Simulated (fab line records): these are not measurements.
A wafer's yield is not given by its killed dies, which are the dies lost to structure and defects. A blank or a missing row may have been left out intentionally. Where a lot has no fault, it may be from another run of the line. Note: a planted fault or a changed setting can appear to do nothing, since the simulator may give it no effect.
Split-lot experiment | flow berkeley cmos170 | 5 lots, 23 wafers read, on a route of 331 steps

ON THE SPLIT
At UCB170_PLDD_EXPOSE_03 (exposes mask PSELECT, target cd 1200 nm), the setting dose mj was moved away from the recipe's 30 on 9 of the 23 wafers read, by -4.9% to +4.3%. This setting was run at the recipe's value on the other wafers.

FROM THE SPLIT TO THE READING: what the file shows between them, 2 steps
- UCB170_PLDD_PEB_04
- UCB170_PLDD_DEVELOP_05: develop time 45 s

THE READING
Shown in nm: cd nm at UCB170_PLDD_CD_MEAS_06, with target cd 1200 nm. Typical for fault-free wafers on this fab line: 1200.3 nm, with standard deviation 1.5 nm.

wafer  | tool, chamber at the split | dose mj as run | against the recipe | cd nm, nm | against lot-mates on the recipe
L077.2 | krf scanner-01, 0          | 30             | recipe             | 1199.3    | -
L077.3 | krf scanner-01, 0          | 30             | recipe             | 1199.5    | -
L077.4 | krf scanner-01, 0          | 30             | recipe             | 1200.8    | -
L075.1 | krf scanner-02, 0          | 30             | recipe             | 1200.6    | -
L075.2 | krf scanner-02, 0          | 29.24          | -2.5%              | 1196.4    | -4.5
L075.3 | krf scanner-02, 0          | 30             | recipe             | 1201.2    | -
L075.4 | krf scanner-02, 0          | 29.24          | -2.5%              | 1196.8    | -4.1
L075.5 | krf scanner-02, 0          | 30             | recipe             | 1200.9    | -
L080.1 | krf scanner-01, 0          | 31.3           | +4.3%              | 1207.5    | +7.7
L080.2 | krf scanner-01, 0          | 31.3           | +4.3%              | 1207.0    | +7.2
L080.3 | krf scanner-01, 0          | 30             | recipe             | 1200.7    | -
L080.5 | krf scanner-01, 0          | 30             | recipe             | 1199.3    | -
L080.6 | krf scanner-01, 0          | 30             | recipe             | 1199.5    | -
L078.1 | krf scanner-01, 0          | 30             | recipe             | 1201.6    | -
L078.2 | krf scanner-01, 0          | 31.22          | +4.1%              | 1207.0    | +6.1
L078.3 | krf scanner-01, 0          | 30             | recipe             | 1200.5    | -
L078.5 | krf scanner-01, 0          | 30             | recipe             | 1200.6    | -
L078.6 | krf scanner-01, 0          | 31.22          | +4.1%              | 1208.3    | +7.4
L084.1 | krf scanner-02, 0          | 28.54          | -4.9%              | 1193.1    | -9.6
L084.2 | krf scanner-02, 0          | 28.54          | -4.9%              | 1193.1    | -9.6
L084.3 | krf scanner-02, 0          | 28.54          | -4.9%              | 1194.0    | -8.7
L084.4 | krf scanner-02, 0          | 30             | recipe             | 1202.8    | -
L084.6 | krf scanner-02, 0          | 30             | recipe             | 1202.5    | -

THE FIT
A straight line over all 23 wafers: cd nm changes by +1.56 nm for each +1% of dose mj; r = +0.98; the points scatter about the line by 0.93 nm.
The same after taking each lot's own level away (the mean of its wafers on the recipe; 23 wafers): +1.78 nm for each +1%; r = +0.99; scatter 0.55 nm.
On that fit, the largest move of dose mj shifts the reading by 8.7 nm.
Measured against the standard deviation above, the lots' own levels, which go from 1199.83 to 1202.65 nm, span 1.9 times it.
So the lot-to-lot level changes the slope: the two fits differ.
Check: for one of the wafers moved furthest among these (-4.9%), held out of the fit, the line's prediction against its lot-mates is -8.63 nm. It came out at -9.55 nm against them.

THE OTHER SPLITS THESE WAFERS WENT THROUGH
Note: prior to the reading, these wafers also went through further splits. Each is held against what the fit with the lots' levels taken away leaves over:
other split on the same wafers   | wafers away from the commonest value | r with cd nm (lot level and that fit taken away)
UCB170_START_OXIDATION_02 temp c | 15                                   | -0.05
UCB170_ACTIVE_EXPOSE_10 dose mj  | 8                                    | -0.26
UCB170_NVT_IMPLANT_07 dose cm2   | 9                                    | +0.19
UCB170_PVT_STRIP_08 o2 flow sccm | 7                                    | -0.18

THE FILE'S OWN FIT
cd nm changes by +1.77 nm for each +1% of dose mj, r = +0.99.
